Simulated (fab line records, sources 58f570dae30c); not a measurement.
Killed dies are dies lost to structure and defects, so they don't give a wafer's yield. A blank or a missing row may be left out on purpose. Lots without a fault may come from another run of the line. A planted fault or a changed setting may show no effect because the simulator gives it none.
Which tool did it? | flow berkeley_cmos170 | 13 lots, 39 wafers sampled, at 5 steps of a route of 331

WHAT THE GAUGES READ, wafer by wafer
UCB170_PWELL_OVL_MEAS_13. Usual: PWELL_OVL 0 nm, standard deviation 5.8.
lot  | measured    | on         | PWELL_OVL (nm) | flag
L595 | day 3 18:14 | overlay-01 | -2 5 -4        |
L596 | day 4 01:20 | overlay-02 | 7 1 2          |
L597 | day 4 07:41 | overlay-02 | 6 2 0          |
L606 | day 5 23:33 | overlay-01 | 8 -2 -1        |
L607 | day 6 13:26 | overlay-02 | 9 12 7         |
L609 | day 6 13:31 | overlay-01 | 4 1 -1         |
L610 | day 7 04:08 | overlay-02 | -4 5 5         |
L611 | day 7 04:15 | overlay-02 | -4 -2 -6       |
L612 | day 7 16:12 | overlay-01 | 0 -10 2        |
L613 | day 7 16:28 | overlay-02 | 0 6 2          |
L614 | day 8 05:41 | overlay-02 | -2 -11 -5      |
L615 | day 8 05:48 | overlay-01 | 2 1 1          |
L616 | day 8 05:41 | overlay-01 | -9 -6 -3       |

UCB170_ACTIVE_CD_MEAS_13: target cd 1200 nm. Usual: cd_nm 1200.1 nm, standard deviation 1.4.
lot  | measured    | on        | cd_nm (nm)           | flag
L595 | day 5 06:01 | cd_sem-01 | 1202.2 1201.2 1200.8 |
L596 | day 5 11:19 | cd_sem-02 | 1198.0 1198.6 1197.2 |
L597 | day 5 18:10 | cd_sem-01 | 1194.7 1194.8 1195.5 | OFF
L606 | day 7 12:04 | cd_sem-02 | 1199.0 1200.4 1200.8 |
L607 | day 8 14:46 | cd_sem-02 | 1198.1 1198.7 1198.5 |
L609 | day 8 14:50 | cd_sem-01 | 1199.2 1200.3 1199.3 |
L610 | day 9 05:22 | cd_sem-01 | 1201.9 1200.6 1199.9 |
L611 | day 9 05:29 | cd_sem-01 | 1201.3 1200.7 1200.1 |
L612 | day 9 06:18 | cd_sem-01 | 1200.2 1200.2 1200.8 |
L613 | day 9 05:56 | cd_sem-01 | 1199.7 1201.3 1199.5 |
L614 | day 9 12:41 | cd_sem-02 | 1197.8 1198.6 1198.4 |
L615 | day 9 12:26 | cd_sem-01 | 1198.0 1198.4 1197.7 |
L616 | day 9 12:58 | cd_sem-01 | 1200.8 1200.7 1200.0 |

WHICH TOOL RAN EACH LOT (tool, then ch and the chambers of the sampled wafers, then the start)
lot  | UCB170_ZERO_ETCH_06               | UCB170_PWELL_STRIP_16               | UCB170_ACTIVE_COAT_08
L595 | rie_diel-04 ch 1,2,3, day 2 08:27 | plasma_asher-04 ch 0,1, day 3 18:31 | litho_track-01 ch 0, day 5 05:13
L596 | rie_diel-03 ch 0,1,3, day 2 15:19 | plasma_asher-02 ch 0,1, day 4 01:37 | litho_track-01 ch 0, day 5 10:30
L597 | rie_diel-04 ch 1,2, day 2 21:39   | plasma_asher-03 ch 0,1, day 4 08:00 | litho_track-01 ch 0, day 5 17:19
L606 | rie_diel-04 ch 0,1, day 4 15:40   | plasma_asher-04 ch 0,1, day 5 23:50 | litho_track-04 ch 0, day 7 11:14
L607 | rie_diel-03 ch 0,2, day 4 22:11   | plasma_asher-03 ch 0,1, day 6 13:44 | litho_track-03 ch 0, day 8 13:35
L609 | rie_diel-04 ch 0,1,2, day 5 09:19 | plasma_asher-04 ch 0,1, day 6 13:50 | litho_track-04 ch 0, day 8 13:38
L610 | rie_diel-01 ch 1,2, day 5 14:53   | plasma_asher-03 ch 0,1, day 7 04:25 | litho_track-01 ch 0, day 9 04:05
L611 | rie_diel-04 ch 0,1, day 5 15:44   | plasma_asher-02 ch 0,1, day 7 04:32 | litho_track-04 ch 0, day 9 04:26
L612 | rie_diel-03 ch 0,2,3, day 5 22:02 | plasma_asher-02 ch 0,1, day 7 16:29 | litho_track-01 ch 0, day 9 04:31
L613 | rie_diel-01 ch 0,2,3, day 5 22:15 | plasma_asher-03 ch 0,1, day 7 16:46 | litho_track-03 ch 0, day 9 04:25
L614 | rie_diel-03 ch 2,3, day 6 08:13   | plasma_asher-02 ch 0,1, day 8 05:58 | litho_track-04 ch 0, day 9 11:49
L615 | rie_diel-04 ch 1,2,3, day 6 17:09 | plasma_asher-04 ch 0,1, day 8 06:05 | litho_track-03 ch 0, day 9 11:25
L616 | rie_diel-03 ch 0,3, day 6 17:21   | plasma_asher-03 ch 0,1, day 8 05:58 | litho_track-01 ch 0, day 9 11:50
- UCB170_ZERO_ETCH_06: etches SiO2 in CHF3/CF4/Ar, time 12 s.
- UCB170_PWELL_STRIP_16: strips in O2.
- UCB170_ACTIVE_COAT_08: resist thk 900 nm.

WHAT THE TOOLS THEMSELVES READ (means of the sampled wafers that have a number; where no wafer has one, the mark that the record gives instead)
UCB170_ZERO_ETCH_06. Usual: drypump_motor_current_A 5.5 A, standard deviation 0.51; oes_product_au 0.619 a.u., standard deviation 0.011; throttle_valve_pct 9.23 %, standard deviation 0.13.
lot  | tool        | drypump_motor_current_A (A) | oes_product_au (a.u.) | throttle_valve_pct (%) | flag
L595 | rie_diel-04 | 5.2                         | 0.619                 | 9.23                   |
L596 | rie_diel-03 | 5.9                         | 0.626                 | 9.22                   |
L597 | rie_diel-04 | 5.3                         | 0.612                 | 9.26                   |
L606 | rie_diel-04 | 5.6                         | 0.612                 | 9.23                   |
L607 | rie_diel-03 | 5.6                         | 0.631                 | 9.41                   |
L609 | rie_diel-04 | 5.4                         | 0.617                 | 9.21                   |
L610 | rie_diel-01 | 5.3                         | 0.611                 | 9.19                   |
L611 | rie_diel-04 | 5.6                         | 0.619                 | 9.22                   |
L612 | rie_diel-03 | 5.9                         | 0.626                 | 9.34                   |
L613 | rie_diel-01 | 5.3                         | 0.621                 | 9.26                   |
L614 | rie_diel-03 | 5.7                         | 0.629                 | 9.43                   |
L615 | rie_diel-04 | 5.2                         | 0.622                 | 9.23                   |
L616 | rie_diel-03 | 6.2                         | 0.620                 | 9.25                   |

UCB170_PWELL_STRIP_16. Usual: drypump_motor_current_A 5.6 A, standard deviation 0.49; oes_product_au 0.721 a.u., standard deviation 0.0044; strip_time_to_endpoint_s 18.03 s, standard deviation 0.083.
lot  | tool            | drypump_motor_current_A (A) | oes_product_au (a.u.) | strip_time_to_endpoint_s (s) | flag
L595 | plasma_asher-04 | 5.7                         | 0.720                 | 18.02                        |
L596 | plasma_asher-02 | 5.9                         | 0.724                 | 18.02                        |
L597 | plasma_asher-03 | 5.2                         | 0.723                 | 17.94                        |
L606 | plasma_asher-04 | 5.4                         | 0.718                 | 18.08                        |
L607 | plasma_asher-03 | 5.3                         | 0.723                 | 18.12                        |
L609 | plasma_asher-04 | 5.3                         | 0.721                 | 18.00                        |
L610 | plasma_asher-03 | 5.2                         | 0.724                 | 18.01                        |
L611 | plasma_asher-02 | 5.9                         | 0.721                 | 18.06                        |
L612 | plasma_asher-02 | 5.8                         | 0.717                 | 18.05                        |
L613 | plasma_asher-03 | 5.6                         | 0.723                 | 17.98                        |
L614 | plasma_asher-02 | 5.8                         | 0.723                 | 18.01                        |
L615 | plasma_asher-04 | 5.7                         | 0.724                 | 17.96                        |
L616 | plasma_asher-03 | 5.2                         | 0.721                 | 17.98                        |

THE ANSWER, worked out from the rows above alone
Rule: a lot is off if the mean of its wafers that have a number lies more than 3 standard deviations from the usual mean. A lot without any number at a reading at which 4 lots or more have one is off too. The other lots that the step has rows for count as sound. The gauges are gone through in route order, then the tools' own readings, and for those a lot's mean is taken as printed above. The first step at which some lot is off is used, and at that step the reading that is off furthest; a lot without a number counts as furthest.
Off: L597, at UCB170_ACTIVE_CD_MEAS_13 (cd_nm).
A tool fits if, at a process step before that reading, it ran every lot that is off, and no sound lot after the first of them. The gauges at UCB170_ACTIVE_CD_MEAS_13 are tried like those tools. None of those tried fits.

WHAT THE SIMULATOR HAD PUT IN
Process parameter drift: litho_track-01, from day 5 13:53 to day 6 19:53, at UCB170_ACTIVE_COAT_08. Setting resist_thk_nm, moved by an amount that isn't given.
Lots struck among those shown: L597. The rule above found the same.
